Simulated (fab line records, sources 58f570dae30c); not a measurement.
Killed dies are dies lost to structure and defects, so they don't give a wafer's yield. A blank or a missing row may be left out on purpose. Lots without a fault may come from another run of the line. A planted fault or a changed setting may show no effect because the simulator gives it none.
Which tool did it? | flow berkeley_cmos170 | 15 lots, 45 wafers sampled, at 1 step of a route of 331

WHAT THE GAUGES READ, wafer by wafer
UCB170_PWELL_THK_MEAS_03.
lot  | measured    | on            | PWELL_OXIDE_THK (nm)
L734 | day 3 04:46 | film_metro-04 | 25.8 25.9 26.4
L736 | day 3 18:53 | film_metro-01 | 27.5 27.0 26.5
L739 | day 4 11:40 | film_metro-01 | 27.1 27.0 26.7
L740 | day 4 20:29 | film_metro-03 | 25.7 25.8 25.2
L742 | day 4 20:31 | film_metro-04 | 26.3 26.1 25.8
L743 | day 5 11:56 | film_metro-04 | 26.9 26.9 26.7
L744 | day 5 11:56 | film_metro-01 | 26.7 26.5 27.0
L745 | day 5 20:14 | film_metro-03 | 26.4 26.9 26.6
L746 | day 5 20:14 | film_metro-01 | 27.0 26.5 26.8
L748 | day 6 03:07 | film_metro-03 | 26.9 27.0 27.1
L749 | day 6 10:29 | film_metro-01 | 26.8 26.3 25.9
L750 | day 6 16:10 | film_metro-03 | 25.9 26.0 26.2
L753 | day 7 08:53 | film_metro-04 | 26.6 26.7 26.6
L755 | day 7 17:29 | film_metro-03 | 26.5 26.3 26.4
L754 | day 7 17:30 | film_metro-04 | 26.3 26.2 26.7

WHICH TOOL RAN EACH LOT (tool, then ch and the chambers of the sampled wafers, then the start)
The record holds no process step before these readings.

WHAT THE TOOLS THEMSELVES READ (means of the sampled wafers that have a number; where no wafer has one, the mark that the record gives instead)
The record holds no such reading with a usual standard deviation.

THE ANSWER, worked out from the rows above alone
Rule: what is usual is taken from the lots themselves. Put in order of their means at a reading, lots are off if they are a third of the lots or fewer, leave a main group of 4 or more, and stand apart from it by a gap of 3 or more times the standard deviation of the main group's means; of several such gaps the widest counts. A main group whose means are all the same, to the digits that the tables above print for the reading, isn't used. A lot without any number at a reading at which 4 lots or more have one is off too. The other lots that the step has rows for count as sound. The gauges are gone through in route order, then the tools' own readings, and for those a lot's mean is taken as printed above. The first step at which some lot is off is used, and at that step the reading that is off furthest; a lot without a number counts as furthest.
No lot is off at any reading shown: from this, nothing can be told.

WHAT THE SIMULATOR HAD PUT IN
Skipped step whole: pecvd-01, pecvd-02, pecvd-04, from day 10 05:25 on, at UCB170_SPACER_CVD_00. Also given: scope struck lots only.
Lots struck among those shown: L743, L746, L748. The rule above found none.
